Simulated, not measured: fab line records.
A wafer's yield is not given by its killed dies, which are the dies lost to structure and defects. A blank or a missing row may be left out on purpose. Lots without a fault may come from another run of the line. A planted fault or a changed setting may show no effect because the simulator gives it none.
2 desks, one fault | flow berkeley cmos170 | each desk has only its own numbers; what lay behind them comes last

== AT THE METROLOGY DESK ==
Lot by lot, what the gauges showed, no matter which tool ran the lot: averages of those sampled wafers that carry a number. The brackets show how far a lot's mean lies from the usual mean; more than 4 standard deviations puts the lot out of limits, marked OUT.
Columns: A = PWELL_OXIDE_THK at UCB170_PWELL_THK_MEAS_03, usual 26.3 nm; B = PWELL_NITRIDE_THK at UCB170_PWELL_THK_MEAS_06, usual 220.5 nm; C = PWELL_OVL at UCB170_PWELL_OVL_MEAS_13, usual -4 nm
lot  | first seen here | A    | B     | C
L365 | day 2 19:43     | 26.7 | 221.8 | -2
L370 | day 4 06:27     | 26.6 | 221.6 | -9
L373 | day 4 15:19     | 26.1 | 218.7 | -6
L377 | day 5 10:23     | 26.5 | 221.4 | -5
L382 | day 6 10:23     | 27.0 | 219.0 | 3
L385 | day 7 01:44     | 26.6 | 220.3 | -5
This desk found nothing out of limits on any of the 6 lots.

== AT THE TOOL OWNER'S DESK: rie diel-04 ==
The tool's own readings at UCB170_PWELL_ETCH_14 (etches Si3N4 in CH3F/Ar/O2, stops on SiO2, target depth 242 nm, time 151 s): means of the sampled wafers that have a number, for each lot that ran on this tool. The brackets show how far a lot's mean lies from the usual mean; more than 4 standard deviations puts the lot out of limits, marked OUT.
Columns: A = drypump motor current A at UCB170_PWELL_ETCH_14, usual 5.9 A; B = mfc ar sccm at UCB170_PWELL_ETCH_14, usual 50.00 sccm; C = oes product au at UCB170_PWELL_ETCH_14, usual 0.939 a.u.; D = throttle valve pct at UCB170_PWELL_ETCH_14, usual 8.06 %
lot  | first seen here | A   | B     | C     | D
L370 | day 4 13:33     | 5.9 | 50.08 | 0.966 | 8.22
L373 | day 4 21:13     | 5.8 | 49.92 | 0.955 | 8.21
This desk found nothing out of limits on any of the 2 lots.

== ALL TOGETHER ==
At the metrology desk, nothing out of limits was observed.
The desk of the tool owner found nothing out of limits.

== WHAT WAS PUT IN BY THE SIMULATOR ==
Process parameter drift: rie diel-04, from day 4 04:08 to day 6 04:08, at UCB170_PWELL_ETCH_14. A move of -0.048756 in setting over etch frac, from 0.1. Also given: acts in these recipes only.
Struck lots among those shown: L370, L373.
